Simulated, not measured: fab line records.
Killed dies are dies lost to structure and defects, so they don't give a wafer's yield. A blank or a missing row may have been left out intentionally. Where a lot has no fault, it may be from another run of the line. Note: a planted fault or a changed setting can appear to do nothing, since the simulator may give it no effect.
fab line records    flow berkeley_cmos170
[record] lots = 14  wafers = 42  last_day = 11
route steps=331 shown PWELL@36 SACOX@99 SCREENOX@102
lots with no fault: from the same line, run without faults
start_h: start of the lot's first displayed wafer, in hours after the record's first day    wait_h: how many hours have passed since the lot's step before this one    " identical to the entry in the row above    L1.1+2: a single row standing in for several wafers    - no value present, or no start provided    * or withheld: withheld    < > ~ a bound
route shown NAME@n: NAME is a module with steps in the file, n the number in the route of the first one    usual: the fault-free wafers' mean and standard deviation    same: alike in all rows    chamber/n: place in a boat    sites: the reading at each site    _std_site: the standard deviation of these    _edge_site: mean of outer sites minus mean of inner sites    radius_mm: how far each site lies from the wafer's centre    mask NAME#n: copy n    behind: the tool/chamber that last shaped the wafer    hold: what put the lot on hold/how long, in hours/how the hold closed    device: whichever transistor did not switch (one of n, p or np)    end of line: the route-end tests of the same wafers    a step given without rows: its recipe and nothing more    killed: dies that structure and defects cost at the first sort, which is not the same as the wafer's yield    map: the dies of a wafer, with x for killed, . for not killed, _ for no die there
set.NAME: the setting as run; set.NAME@STEP: as run at that earlier step    model.NAME: the simulator's own value behind a step, which no gauge read
route steps across a sampled set of lots; one table per step, one row per wafer
services: when a tool's chamber went out of use (start_h, in hours from the record's first day, below 0 if earlier), for how many hours, and the reason
[[steps]]
[step UCB170_PWELL_OXIDATION_02]
[recipe] temp_c = 1000  ambient = O2  target_thk_a = 264  ox_time_s = 1260
[usual] ox_temp_c = 1000.0/0.46  ox_temp_c_max = 1005.4/1.6  zone_power_load_pct = 36/3.2
lot.wafer  tool        chamber  start_h  wait_h  ox_temp_c  ox_temp_c_max  zone_power_load_pct
L303.2     furnace-04  0        47.32    3.3     999.9      1004.1         38
L303.5     "           0        "        "       1000.1     1003.4         37
L303.6     "           0        "        "       999.9      1003.1         38
L305.2     furnace-02  0        50.34    2.5     1000.3     1006.1         38
L305.5     "           0        "        "       999.9      1006.4         38
L305.6     "           0        "        "       1000.7     1006.9         38
L306.2     furnace-03  0        58.16    4.5     999.4      1005.1         31
L306.4     "           0        "        "       999.3      1005.0         31
L306.5     "           0        "        "       1000.1     1007.5         31
L307.1     furnace-03  0        58.16    1.8     999.6      1006.2         31
L307.2     "           0        "        "       999.4      1003.9         31
L307.3     "           0        "        "       1000.1     1004.8         31
L308.2     furnace-04  0        66.52    2.3     1000.2     1003.6         37
L308.5     "           0        "        "       999.7      1003.1         37
L308.6     "           0        "        "       1000.3     1005.0         38
L311.2     furnace-02  0        84.43    5.8     1000.8     1006.4         39
L311.3     "           0        "        "       1000.2     1006.8         38
L311.4     "           0        "        "       1000.1     1007.8         39
L316.2     furnace-03  -        104.46   3.8     -          -              -
L316.3     "           -        "        "       -          -              -
L316.4     "           -        "        "       -          -              -
L315.4     furnace-04  -        107.88   3.3     -          -              -
L315.5     "           -        "        "       -          -              -
L315.6     "           -        "        "       -          -              -
L320.3     furnace-02  0        121.11   0.2     1000.5     1006.1         38
L320.4     "           0        "        "       1000.3     1007.7         38
L320.6     "           0        "        "       999.8      1005.7         39
L321.1     furnace-04  0        135.77   1.9     999.9      1003.5         37
L321.4     "           0        "        "       999.3      1003.0         37
L321.5     "           0        "        "       999.4      1004.0         37
L322.4     furnace-03  0        140.60   1.9     999.6      1007.0         30
L322.5     "           0        "        "       998.9      1005.3         31
L322.6     "           0        "        "       999.3      1004.9         31
L323.4     furnace-03  0        140.60   1.9     999.3      1005.2         31
L323.5     "           0        "        "       999.4      1004.4         31
L323.6     "           0        "        "       999.4      1005.7         31
L324.2     furnace-04  0        146.37   3.5     1000.7     1003.7         38
L324.4     "           0        "        "       1000.5     1003.0         37
L324.5     "           0        "        "       999.8      1003.5         38
L326.1     furnace-04  0        152.72   4.3     999.6      1002.8         37
L326.2     "           0        "        "       1000.0     1004.0         37
L326.4     "           0        "        "       999.9      1003.3         38
[step UCB170_PWELL_TW_MEAS_17]
[usual] PWELL_TW = 382.4/1.9
lot.wafer  tool           chamber  start_h  wait_h  PWELL_TW
L303.2     film_metro-01  -        57.82    0.1     380.4
L303.5     "              -        "        "       380.2
L303.6     "              -        "        "       381.4
L305.2     film_metro-03  -        61.37    0.1     379.4
L305.5     "              -        "        "       379.9
L305.6     "              -        "        "       380.4
L307.1     film_metro-03  -        68.18    0.1     379.4
L307.2     "              -        "        "       381.6
L307.3     "              -        "        "       380.7
L306.2     film_metro-04  -        68.35    0.1     383.0
L306.4     "              -        "        "       382.8
L306.5     "              -        "        "       383.7
L308.2     film_metro-04  -        78.97    0.1     382.0
L308.5     "              -        "        "       385.7
L308.6     "              -        "        "       383.1
L311.2     film_metro-03  -        93.97    0.1     383.9
L311.3     "              -        "        "       383.2
L311.4     "              -        "        "       383.2
L316.2     film_metro-04  -        113.90   0.1     384.1
L316.3     "              -        "        "       385.8
L316.4     "              -        "        "       383.5
L315.4     film_metro-03  -        117.04   0.1     385.1
L315.5     "              -        "        "       384.6
L315.6     "              -        "        "       384.9
L320.3     film_metro-03  -        130.11   0.1     382.7
L320.4     "              -        "        "       384.5
L320.6     "              -        "        "       381.8
L321.1     film_metro-03  -        141.93   0.1     383.0
L321.4     "              -        "        "       381.2
L321.5     "              -        "        "       381.7
L322.4     film_metro-01  -        152.79   0.1     381.1
L322.5     "              -        "        "       384.8
L322.6     "              -        "        "       382.2
L323.4     film_metro-01  -        153.07   0.1     380.3
L323.5     "              -        "        "       382.3
L323.6     "              -        "        "       380.3
L324.2     film_metro-01  -        154.42   0.1     380.2
L324.4     "              -        "        "       377.9
L324.5     "              -        "        "       379.2
L326.1     film_metro-03  -        161.67   0.1     381.6
L326.2     "              -        "        "       381.8
L326.4     "              -        "        "       380.4
[step UCB170_SACOX_THK_MEAS_02]
[recipe] reads = SiO2_of_SACOX_OXIDATION_01
[usual] SACOX_OXIDE_THK = 14.35/0.27
lot.wafer  tool           chamber  start_h  wait_h  SACOX_OXIDE_THK[nm]
L303.2     film_metro-01  -        107.89   0.0     14.23
L303.5     "              -        "        "       14.57
L303.6     "              -        "        "       14.16
L307.1     film_metro-01  -        113.41   0.0     14.56
L307.2     "              -        "        "       14.98
L307.3     "              -        "        "       14.60
L305.2     film_metro-02  -        113.42   0.0     14.23
L305.5     "              -        "        "       14.07
L305.6     "              -        "        "       14.17
L306.2     film_metro-03  -        113.42   0.0     14.31
L306.4     "              -        "        "       14.63
L306.5     "              -        "        "       14.10
L308.2     film_metro-01  -        140.61   0.0     14.23
L308.5     "              -        "        "       14.22
L308.6     "              -        "        "       14.53
L311.2     film_metro-03  -        140.61   0.0     14.49
L311.3     "              -        "        "       14.45
L311.4     "              -        "        "       14.42
L320.3     film_metro-02  -        183.72   0.0     13.98
L320.4     "              -        "        "       14.17
L320.6     "              -        "        "       14.00
L321.1     film_metro-03  -        191.85   0.0     14.60
L321.4     "              -        "        "       14.61
L321.5     "              -        "        "       14.85
L322.4     film_metro-01  -        198.17   0.0     13.79
L322.5     "              -        "        "       13.97
L322.6     "              -        "        "       14.14
L323.4     film_metro-03  -        198.17   0.0     14.31
L323.5     "              -        "        "       14.16
L323.6     "              -        "        "       14.24
L324.2     film_metro-01  -        204.43   0.0     13.95
L324.4     "              -        "        "       14.07
L324.5     "              -        "        "       13.90
L326.1     film_metro-02  -        211.27   0.0     14.02
L326.2     "              -        "        "       13.92
L326.4     "              -        "        "       14.05
[step UCB170_SCREENOX_THK_MEAS_02]
[recipe] reads = SiO2_of_SCREENOX_OXIDATION_01
[usual] SCREENOX_OXIDE_THK = 14.2/0.33
lot.wafer  tool           chamber  start_h  wait_h  SCREENOX_OXIDE_THK[nm]
L303.2     film_metro-02  -        112.15   0.0     13.9
L303.5     "              -        "        "       14.1
L303.6     "              -        "        "       14.2
L307.1     film_metro-01  -        118.61   0.0     15.0
L307.2     "              -        "        "       14.5
L307.3     "              -        "        "       14.7
L305.2     film_metro-02  -        118.62   0.0     14.1
L305.5     "              -        "        "       13.9
L305.6     "              -        "        "       14.0
L306.2     film_metro-04  -        118.62   0.0     14.3
L306.4     "              -        "        "       14.2
L306.5     "              -        "        "       14.2
L308.2     film_metro-04  -        145.17   0.0     14.8
L308.5     "              -        "        "       14.8
L308.6     "              -        "        "       14.8
L311.2     film_metro-02  -        145.17   0.0     13.6
L311.3     "              -        "        "       13.9
L311.4     "              -        "        "       13.9
L320.3     film_metro-02  -        188.24   0.0     14.2
L320.4     "              -        "        "       14.5
L320.6     "              -        "        "       14.3
L321.1     film_metro-02  -        200.17   0.0     14.1
L321.4     "              -        "        "       14.4
L321.5     "              -        "        "       14.2
L322.4     film_metro-04  -        200.20   0.0     13.7
L322.5     "              -        "        "       13.6
L322.6     "              -        "        "       13.9
L323.4     film_metro-01  -        200.20   0.0     13.8
L323.5     "              -        "        "       13.9
L323.6     "              -        "        "       13.8
L324.2     film_metro-01  -        209.29   0.0     14.2
L324.4     "              -        "        "       14.5
L324.5     "              -        "        "       14.2
L326.1     film_metro-01  -        215.28   0.0     14.5
L326.2     "              -        "        "       14.5
L326.4     "              -        "        "       14.4
[[services]]
tool        chamber  start_h  hours  kind
furnace-02  -        55.19    3.8    pm
furnace-03  -        71.86    9.9    repair
furnace-04  -        86.90    4.6    pm
furnace-03  -        113.06   3.0    pm
furnace-03  -        133.86   3.8    pm
furnace-02  -        150.54   2.8    pm
[[key]]
[first_sign] step = UCB170_PWELL_OXIDATION_02  reading = tool_record  direction = missing
effect none on later readings
met_at UCB170_PWELL_OXIDATION_02
struck_lots L315,L316
later_rows_left_out L315.4,L315.5,L315.6,L316.2,L316.3,L316.4
sort_left_out L315.4,L315.5,L315.6,L316.2,L316.3,L316.4
tester_left_out L315,L316
not_acting_at UCB170_PWELL_TW_MEAS_17,UCB170_SACOX_THK_MEAS_02,UCB170_SCREENOX_THK_MEAS_02
onset_between 66.52 104.46
[fault] kind = skipped_step_whole  tool = furnace-03,furnace-04  chamber = -  onset_h = 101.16  steps = UCB170_PWELL_OXIDATION_02  scope = struck_lots_only
// tester_left_out: of these lots the tester's yield and bins aren't shown, on N5 and GAA mostly nor the transistor test; their killed dies are dies lost to structure and defects alone, not to doping, threshold or leakage, so they don't give the yield
// sort_left_out: the simulated sort isn't trusted on such a fault, so these wafers' sort isn't shown, and their yield isn't known
// later_rows_left_out: the simulator's readings of these wafers behind a module that went badly wrong aren't trusted and aren't shown, but for the sort
